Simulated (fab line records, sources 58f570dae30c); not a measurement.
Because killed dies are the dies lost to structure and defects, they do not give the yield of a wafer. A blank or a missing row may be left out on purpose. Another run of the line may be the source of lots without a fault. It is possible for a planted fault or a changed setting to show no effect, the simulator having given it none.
Split-lot trial | flow berkeley_cmos170 | 23 wafers read from 5 lots, route of 331 steps

## SPLIT DETAILS
At UCB170_PVT_IMPLANT_07, the setting energy_kev was moved away from the recipe's 30 on 8 of the 23 wafers read, by -4.1% to +5.9%. This setting was run at the recipe's value on the other wafers.

Reading taken at the split's own step.

## THE READING
implant.drp_nm (the simulator's own value, which no gauge read), in nm, at UCB170_PVT_IMPLANT_07. The file gives no usual value for it.

wafer  | tool, chamber at the split | energy_kev as run | against the recipe | implant.drp_nm, nm | against lot-mates on the recipe
L076.1 | implanter-03, 0            | 31.77             | +5.9%              | 17.38              | +0.82
L076.3 | implanter-03, 0            | 31.77             | +5.9%              | 17.38              | +0.82
L076.5 | implanter-03, 0            | 31.77             | +5.9%              | 17.38              | +0.82
L076.2 | implanter-03, 0            | 30                | recipe             | 16.56              | -
L076.4 | implanter-03, 0            | 30                | recipe             | 16.56              | -
L075.2 | implanter-04, 0            | 30                | recipe             | 16.56              | -
L075.4 | implanter-04, 0            | 30                | recipe             | 16.56              | -
L075.6 | implanter-04, 0            | 30                | recipe             | 16.56              | -
L075.3 | implanter-04, 0            | 28.76             | -4.1%              | 16.15              | -0.41
L075.5 | implanter-04, 0            | 28.76             | -4.1%              | 16.15              | -0.41
L079.1 | implanter-04, 0            | 30                | recipe             | 16.56              | -
L079.4 | implanter-04, 0            | 30                | recipe             | 16.56              | -
L079.3 | implanter-04, 0            | 31.48             | +4.9%              | 17.25              | +0.69
L079.5 | implanter-04, 0            | 31.48             | +4.9%              | 17.25              | +0.69
L079.6 | implanter-04, 0            | 31.48             | +4.9%              | 17.25              | +0.69
L082.1 | implanter-03, 0            | 30                | recipe             | 16.56              | -
L082.3 | implanter-03, 0            | 30                | recipe             | 16.56              | -
L082.4 | implanter-03, 0            | 30                | recipe             | 16.56              | -
L082.5 | implanter-03, 0            | 30                | recipe             | 16.56              | -
L082.6 | implanter-03, 0            | 30                | recipe             | 16.56              | -
L084.2 | implanter-04, 0            | 30                | recipe             | 16.56              | -
L084.5 | implanter-04, 0            | 30                | recipe             | 16.56              | -
L084.6 | implanter-04, 0            | 30                | recipe             | 16.56              | -

THE FIT
A straight line over all 23 wafers: implant.drp_nm changes by +0.13 nm for each +1% of energy_kev; r = +0.99; the points scatter about the line by 0.04 nm.
The same after taking each lot's own level away (the mean of its wafers on the recipe; 23 wafers): +0.13 nm for each +1%; r = +0.99; scatter 0.04 nm.
The reading moves by 0.77 nm for the largest change in energy_kev, on that fit.
The lots' own levels span 16.560 to 16.560 nm.
So the lot-to-lot level changes the slope little: the two slopes agree.
Check: for one of the wafers moved furthest among these (+5.9%), held out of the fit, the line's prediction against its lot-mates is +0.786 nm. It came out at +0.82 nm against them.

## OTHER SPLITS ON THESE WAFERS
Before the reading, these wafers also passed through other splits. Each is held against what the fit with the lots' levels taken away leaves over:
other split on the same wafers          | wafers away from the commonest value | r with implant.drp_nm (lot level and that fit taken away)
UCB170_NWELL_CVD_04 sih2cl2_flow_sccm   | 18                                   | +0.36
UCB170_WELLDRIVE_OXIDATION_01 ox_time_s | 15                                   | +0.30
UCB170_ACTIVE_CVD_05 temp_c             | 18                                   | +0.28
UCB170_ACTIVE_ETCH_15 rf_w              | 4                                    | +0.07
UCB170_PFIELD_IMPLANT_07 energy_kev     | 4                                    | +0.11

## THE WHOLE CHAIN: every reading that the file lists as answering this split, in the file's order
step                  | what it does | reading                                                         | change (the file's fit)               | r (the file's)
UCB170_PVT_IMPLANT_07 |              | implant.rp_nm (the simulator's own value, which no gauge read)  | +0.324 nm for each +1% of the setting | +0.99
UCB170_PVT_IMPLANT_07 |              | implant.drp_nm (the simulator's own value, which no gauge read) | +0.13 nm for each +1% of the setting  | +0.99

## FILE'S OWN FIT
implant.drp_nm changes by +0.13 nm for each +1% of energy_kev, r = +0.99.
